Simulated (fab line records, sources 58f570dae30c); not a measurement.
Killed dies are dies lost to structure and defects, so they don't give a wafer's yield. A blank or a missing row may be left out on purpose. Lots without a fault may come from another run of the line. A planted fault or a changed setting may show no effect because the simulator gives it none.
Problem report in the 8D (eight disciplines) form, filled by code | flow berkeley_cmos170 | the parts of the form that need people (team, actions taken, sign-off) are left out

1. THE PROBLEM
cd_nm at UCB170_M2_CD_MEAS_15 reads a mean of 755.7 nm on 8 wafers of 3 lots; wafers without a fault read 699.9 nm with a standard deviation of 1.4. That is +40 standard deviations from the usual mean.
The step: target cd 700 nm.
First seen on wafer L850.3, day 10 05:47, on cd_sem-02. The record holds 44 wafers of 15 lots with a number at this step. Rule for "out", or "out of limits": more than 4 standard deviations from the usual mean. The other wafers with a number count as sound.

2. WHAT IT IS AND WHAT IT IS NOT
question                    | is                     | is not
which readings at this step | cd_nm                  | -
which lots                  | L849, L850, L852       | L837, L838, L839, L840, L842, L843, L847, L853, L856, L857, L858, L859
which wafers of those lots  | all that have a number | -
read on which gauges        | cd_sem-01, cd_sem-02   | -
when                        | from day 10 05:47      | up to then (21 sound wafers); but 15 sound wafers of L853, L856, L857, L858, L859 came after

3. SUSPECTS, AND WHAT RULES EACH OUT
Counting: a tool at a process step up to the reading stays a suspect if it ran every lot that is out and no sound lot after the first of them.
- the gauge at UCB170_M2_CD_MEAS_15: ruled out. The wafers that are out were read on 2 gauges (cd_sem-01, cd_sem-02).
- litho_track-04 at UCB170_M2_PEB_13: kept. It ran every lot that is out, first L850 (day 10 05:32), and no sound lot after that; its last sound lot up to then is L839 (day 8 08:11). Its own readings are out on those wafers: heater_power_total_W, plate_temp_C.
Left after counting: litho_track-04 at UCB170_M2_PEB_13.

4. THE CAUSE (what the simulator had put in)
Process parameter drift: litho_track-04, from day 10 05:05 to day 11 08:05, at UCB170_M2_PEB_13. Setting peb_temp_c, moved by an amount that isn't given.
Counting left only this tool.

5. THE CHAIN OF EFFECTS, in route order
Each row: a reading whose mean over the struck wafers that have a number lies more than 3 standard deviations from the usual. Only readings for which the record gives a usual standard deviation are gone through. hours: the time from each lot's start at the first step in this table that gives one to its start at this step, as a median over the lots. sigmas: the change in usual standard deviations.
hours | step                 | reading              | usual    | on struck wafers | change | sigmas
0     | UCB170_M2_PEB_13     | heater_power_total_W | 56.80 W  | 53.14            | -3.66  | -75
0     | UCB170_M2_PEB_13     | plate_temp_C         | 130.02 C | 123.61           | -6.41  | -43
0     | UCB170_M2_CD_MEAS_15 | cd_nm                | 699.9 nm | 755.7            | +55.8  | +40
2     | UCB170_M2_CD_MEAS_90 | cd_nm                | 699.2 nm | 754.9            | +55.7  | +24
The process steps in it:
- UCB170_M2_PEB_13

6. WHAT WOULD HAVE CAUGHT IT SOONER
In this record the first reading out of limits at a measuring or inspecting step was taken at day 10 05:47, 1 hour after the fault began at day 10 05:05.
The tool's own readings at UCB170_M2_PEB_13 were out on every struck wafer that the step has a row for (heater_power_total_W, plate_temp_C): an alarm limit on them would have fired on the first of those.
Of the lots that are out (3), L849, L852 began UCB170_M2_PEB_13 on litho_track-04 after day 10 05:47. A hold on the tool at that time would have spared those 2.
